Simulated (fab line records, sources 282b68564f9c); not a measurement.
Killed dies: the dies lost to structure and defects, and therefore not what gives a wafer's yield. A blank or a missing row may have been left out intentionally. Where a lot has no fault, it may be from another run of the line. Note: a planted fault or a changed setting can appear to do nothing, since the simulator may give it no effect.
The tool behind it: which one? | flow rit cmos | Sampling: 13 lots, 39 wafers, 4 of 202 route steps

WHAT THE GAUGES READ, wafer by wafer
RIT_PLDD_OVL_MEAS_06.
lot  | measured    | on         | PLDD_OVL (nm)
L891 | day 2 18:41 | overlay-02 | 1.9 -0.1 0.8
L892 | day 2 23:12 | overlay-01 | 0.4 1.4 -1.7
L893 | day 3 05:34 | overlay-02 | -3.5 -3.2 -0.6
L894 | day 3 11:07 | overlay-02 | -0.2 0.1 -1.5
L895 | day 3 15:40 | overlay-02 | 0.8 0.8 3.5
L896 | day 3 19:08 | overlay-01 | 1.9 2.3 1.3
L897 | day 4 00:02 | overlay-01 | 0.3 0.4 0.0
L898 | day 4 06:46 | overlay-02 | -2.5 -2.6 -1.3
L899 | day 4 11:34 | overlay-01 | -0.1 1.9 0.9
L900 | day 4 15:49 | overlay-02 | -0.9 0.6 0.6
L901 | day 4 21:28 | overlay-01 | -0.1 0.1 -0.4
L907 | day 6 03:41 | overlay-01 | 0.1 3.0 2.2
L910 | day 6 19:21 | overlay-01 | 0.8 1.0 0.8

RIT_M1_CD_MEAS_09: target cd 2600 nm.
lot  | measured    | on        | cd nm (nm)
L891 | day 3 06:16 | cd sem-01 | 2603.2 2600.9 2601.5
L892 | day 3 10:20 | cd sem-01 | 2597.9 2597.0 2597.8
L893 | day 3 17:27 | cd sem-01 | 2600.2 2600.0 2601.9
L894 | day 3 23:46 | cd sem-01 | 2599.4 2601.2 2600.7
L895 | day 4 03:05 | cd sem-01 | 2602.0 2600.5 2599.3
L896 | day 4 06:30 | cd sem-01 | 2603.8 2603.3 2604.5
L897 | day 4 11:23 | cd sem-02 | 2600.4 2601.6 2598.3
L898 | day 4 17:53 | cd sem-01 | 2600.4 2598.9 2599.8
L899 | day 4 23:41 | cd sem-02 | 2600.5 2602.0 2603.8
L900 | day 5 03:27 | cd sem-02 | 2600.4 2600.4 2600.6
L901 | day 5 08:34 | cd sem-01 | 2597.7 2595.6 2598.4
L907 | day 6 14:54 | cd sem-02 | 2600.2 2598.5 2598.5
L910 | day 7 07:02 | cd sem-01 | 2598.9 2597.3 2597.4

TOOL THAT RAN EACH LOT (tool first, then ch and the chambers of the sampled wafers, then the start)
lot  | RIT_CONTACT_EXPOSE_05              | RIT_CONTACT_STRIP_12
L891 | iline stepper-02 ch 0, day 3 03:13 | plasma asher-03 ch 0,1, day 3 04:15
L892 | iline stepper-01 ch 0, day 3 07:19 | plasma asher-03 ch 0,1, day 3 08:20
L893 | iline stepper-02 ch 0, day 3 14:11 | plasma asher-03 ch 0,1, day 3 15:12
L894 | iline stepper-01 ch 0, day 3 20:29 | plasma asher-01 ch 0,1, day 3 21:28
L895 | iline stepper-01 ch 0, day 3 23:51 | plasma asher-01 ch 0,1, day 4 01:04
L896 | iline stepper-01 ch 0, day 4 03:20 | plasma asher-03 ch 0,1, day 4 04:20
L897 | iline stepper-01 ch 0, day 4 08:13 | plasma asher-01 ch 0,1, day 4 09:13
L898 | iline stepper-02 ch 0, day 4 14:52 | plasma asher-03 ch 0,1, day 4 15:53
L899 | iline stepper-02 ch 0, day 4 20:40 | plasma asher-03 ch 0,1, day 4 21:41
L900 | iline stepper-02 ch 0, day 4 23:58 | plasma asher-01 ch 0,1, day 5 01:20
L901 | iline stepper-02 ch 0, day 5 05:32 | plasma asher-02 ch 0,1, day 5 06:34
L907 | iline stepper-02 ch 0, day 6 11:38 | plasma asher-03 ch 0,1, day 6 12:38
L910 | iline stepper-01 ch 0, day 7 03:53 | plasma asher-02 ch 0,1, day 7 04:55
- RIT_CONTACT_EXPOSE_05: exposes mask M11, target cd 1000 nm.
- RIT_CONTACT_STRIP_12: strips in O2, time 180 s.

AS READ BY THE TOOLS THEMSELVES (means over the sampled wafers that have a number; for cases with no such wafer, the mark the record gives instead)
RIT_CONTACT_EXPOSE_05.
lot  | tool             | exposure dose mJ cm2 | focus offset nm (nm)
L891 | iline stepper-02 | 250.09               | -0.2
L892 | iline stepper-01 | 250.10               | -0.3
L893 | iline stepper-02 | 250.16               | -0.2
L894 | iline stepper-01 | 249.75               | 0.6
L895 | iline stepper-01 | 249.92               | -0.4
L896 | iline stepper-01 | 249.94               | -0.2
L897 | iline stepper-01 | 249.68               | 0.3
L898 | iline stepper-02 | 250.17               | -0.9
L899 | iline stepper-02 | 249.61               | -0.1
L900 | iline stepper-02 | 249.83               | 0.6
L901 | iline stepper-02 | 250.14               | -0.2
L907 | iline stepper-02 | 250.27               | -0.0
L910 | iline stepper-01 | 248.52               | -0.3

RIT_CONTACT_STRIP_12.
lot  | tool            | drypump motor current A (A)
L891 | plasma asher-03 | 5.7
L892 | plasma asher-03 | 5.7
L893 | plasma asher-03 | 5.7
L894 | plasma asher-01 | 5.4
L895 | plasma asher-01 | 5.5
L896 | plasma asher-03 | 5.7
L897 | plasma asher-01 | 5.4
L898 | plasma asher-03 | 5.3
L899 | plasma asher-03 | 5.3
L900 | plasma asher-01 | 5.7
L901 | plasma asher-02 | 5.7
L907 | plasma asher-03 | 5.3
L910 | plasma asher-02 | 5.3

THE ANSWER, worked out from the rows above alone
Rule: usual is defined by the lots themselves. The widest of any qualifying gaps counts: lots, ordered by their means at a reading, are off when they make up no more than a third of the lots, leave a main group of 4 or more, and stand apart from it by 3 or more times the standard deviation of that group's means. A main group whose means are all the same, to the digits that the tables above print for the reading, isn't used. Also off: a lot with no number at a reading for which 4 or more lots have one. Where the step has rows for the other lots, those lots are counted as sound. After the gauges, taken in route order, come the tools' own readings; for these a lot's mean is taken, as printed above. At the first step where some lot is off, the reading lying furthest off is the one used; lots without a number count as furthest.
Off: L910 (RIT_CONTACT_EXPOSE_05, exposure dose mJ cm2). Main group: mean 249.97, sd 0.21.
A tool fits if, at that step or a process step before it, it ran every lot that is off, and no sound lot after the first of them. One fits: iline stepper-01 at RIT_CONTACT_EXPOSE_05. Its last sound lot is L897 (day 4 08:13), its first lot that is off L910 (day 7 03:53): a fault that began between those two fits.
The tool's own readings at RIT_CONTACT_EXPOSE_05 bear it out: on the lots that are off they differ by more than 5 times the standard deviation of the sound lots' means. exposure dose mJ cm2 reads 248.52 there against 249.97 on the sound lots.

WHAT WAS PUT IN BY THE SIMULATOR
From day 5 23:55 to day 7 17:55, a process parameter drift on iline stepper-01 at RIT_CONTACT_EXPOSE_05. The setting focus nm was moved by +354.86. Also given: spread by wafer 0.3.
Shown lots that were struck: L910. The rule given above showed the same thing.
